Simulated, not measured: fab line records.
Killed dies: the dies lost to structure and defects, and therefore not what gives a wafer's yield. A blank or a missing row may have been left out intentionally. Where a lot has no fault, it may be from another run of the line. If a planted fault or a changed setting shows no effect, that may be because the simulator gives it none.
Split-lot study / flow rit-cmos / 23 wafers read from 5 lots, route of 202 steps

== ABOUT THE SPLIT ==
At RIT_NWELL_IMPLANT_08, the setting energy-kev was moved away from the recipe's 170 on 10 of the 23 wafers read, by -2.7% to +3.2%. All remaining wafers had this setting at the recipe value.

The split's own step is where the reading is taken.

== THE READING ==
The simulator's own value implant.drp-nm, read by no gauge, in nm at RIT_NWELL_IMPLANT_08. There is no usual value for it anywhere in the file.

wafer=L074.1; tool, chamber at the split=implanter-03, 0; energy-kev as run=170; against the recipe=recipe; implant.drp-nm, nm=68.82; against lot-mates on the recipe=-
wafer=L074.3; tool, chamber at the split=implanter-03, 0; energy-kev as run=170; against the recipe=recipe; implant.drp-nm, nm=68.82; against lot-mates on the recipe=-
wafer=L074.4; tool, chamber at the split=implanter-03, 0; energy-kev as run=174.1; against the recipe=+2.4%; implant.drp-nm, nm=70.07; against lot-mates on the recipe=+1.25
wafer=L074.5; tool, chamber at the split=implanter-03, 0; energy-kev as run=174.1; against the recipe=+2.4%; implant.drp-nm, nm=70.07; against lot-mates on the recipe=+1.25
wafer=L074.6; tool, chamber at the split=implanter-03, 0; energy-kev as run=174.1; against the recipe=+2.4%; implant.drp-nm, nm=70.07; against lot-mates on the recipe=+1.25
wafer=L079.1; tool, chamber at the split=implanter-03, 0; energy-kev as run=170; against the recipe=recipe; implant.drp-nm, nm=68.82; against lot-mates on the recipe=-
wafer=L079.4; tool, chamber at the split=implanter-03, 0; energy-kev as run=170; against the recipe=recipe; implant.drp-nm, nm=68.82; against lot-mates on the recipe=-
wafer=L079.2; tool, chamber at the split=implanter-03, 0; energy-kev as run=173.9; against the recipe=+2.3%; implant.drp-nm, nm=70.01; against lot-mates on the recipe=+1.19
wafer=L079.5; tool, chamber at the split=implanter-03, 0; energy-kev as run=173.9; against the recipe=+2.3%; implant.drp-nm, nm=70.01; against lot-mates on the recipe=+1.19
wafer=L079.6; tool, chamber at the split=implanter-03, 0; energy-kev as run=173.9; against the recipe=+2.3%; implant.drp-nm, nm=70.01; against lot-mates on the recipe=+1.19
wafer=L080.1; tool, chamber at the split=implanter-03, 0; energy-kev as run=165.4; against the recipe=-2.7%; implant.drp-nm, nm=67.45; against lot-mates on the recipe=-1.37
wafer=L080.6; tool, chamber at the split=implanter-03, 0; energy-kev as run=165.4; against the recipe=-2.7%; implant.drp-nm, nm=67.45; against lot-mates on the recipe=-1.37
wafer=L080.3; tool, chamber at the split=implanter-03, 0; energy-kev as run=170; against the recipe=recipe; implant.drp-nm, nm=68.82; against lot-mates on the recipe=-
wafer=L080.4; tool, chamber at the split=implanter-03, 0; energy-kev as run=170; against the recipe=recipe; implant.drp-nm, nm=68.82; against lot-mates on the recipe=-
wafer=L080.5; tool, chamber at the split=implanter-03, 0; energy-kev as run=170; against the recipe=recipe; implant.drp-nm, nm=68.82; against lot-mates on the recipe=-
wafer=L084.2; tool, chamber at the split=implanter-03, 0; energy-kev as run=170; against the recipe=recipe; implant.drp-nm, nm=68.82; against lot-mates on the recipe=-
wafer=L084.3; tool, chamber at the split=implanter-03, 0; energy-kev as run=170; against the recipe=recipe; implant.drp-nm, nm=68.82; against lot-mates on the recipe=-
wafer=L084.5; tool, chamber at the split=implanter-03, 0; energy-kev as run=170; against the recipe=recipe; implant.drp-nm, nm=68.82; against lot-mates on the recipe=-
wafer=L084.4; tool, chamber at the split=implanter-03, 0; energy-kev as run=175.4; against the recipe=+3.2%; implant.drp-nm, nm=70.46; against lot-mates on the recipe=+1.64
wafer=L084.6; tool, chamber at the split=implanter-03, 0; energy-kev as run=175.4; against the recipe=+3.2%; implant.drp-nm, nm=70.46; against lot-mates on the recipe=+1.64
wafer=L085.1; tool, chamber at the split=implanter-03, 0; energy-kev as run=170; against the recipe=recipe; implant.drp-nm, nm=68.82; against lot-mates on the recipe=-
wafer=L085.4; tool, chamber at the split=implanter-03, 0; energy-kev as run=170; against the recipe=recipe; implant.drp-nm, nm=68.82; against lot-mates on the recipe=-
wafer=L085.5; tool, chamber at the split=implanter-03, 0; energy-kev as run=170; against the recipe=recipe; implant.drp-nm, nm=68.82; against lot-mates on the recipe=-

FIT RESULTS
A straight line over all 23 wafers: implant.drp-nm changes by +0.514 nm for each +1% of energy-kev; r = +1.00; the points scatter about the line by 0.007 nm.
The same after taking each lot's own level away (the mean of its wafers on the recipe; 23 wafers): +0.514 nm for each +1%; r = +1.00; scatter 0.007 nm.
The reading moves by 1.6 nm for the largest change in energy-kev, on that fit.
The lots' own levels span 68.820 to 68.820 nm.
Hence the lot-to-lot level has little effect on the slope; both slopes agree.
Check: with one of the wafers moved furthest among these (+3.2%) left out of the fit, the line predicts +1.64 nm for it against its lot-mates. It came out at +1.64 nm against them.

== ADDITIONAL SPLITS CARRIED BY THESE WAFERS ==
Other splits were also applied to these wafers ahead of the reading. Each is held against what the fit with the lots' levels taken away leaves over:
other split on the same wafers=RIT_ACTIVE_OXIDATION_01 temp-c; wafers away from the commonest value=10; r with implant.drp-nm (lot level and that fit taken away)=-0.20
other split on the same wafers=RIT_ACTIVE_DEVELOP_10 dev-temp-c; wafers away from the commonest value=4; r with implant.drp-nm (lot level and that fit taken away)=-0.35
other split on the same wafers=RIT_NWELL_COAT_01 spin-rpm; wafers away from the commonest value=10; r with implant.drp-nm (lot level and that fit taken away)=+0.21

== FILE'S OWN FIT ==
implant.drp-nm changes by +0.514 nm for each +1% of energy-kev, r = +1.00.
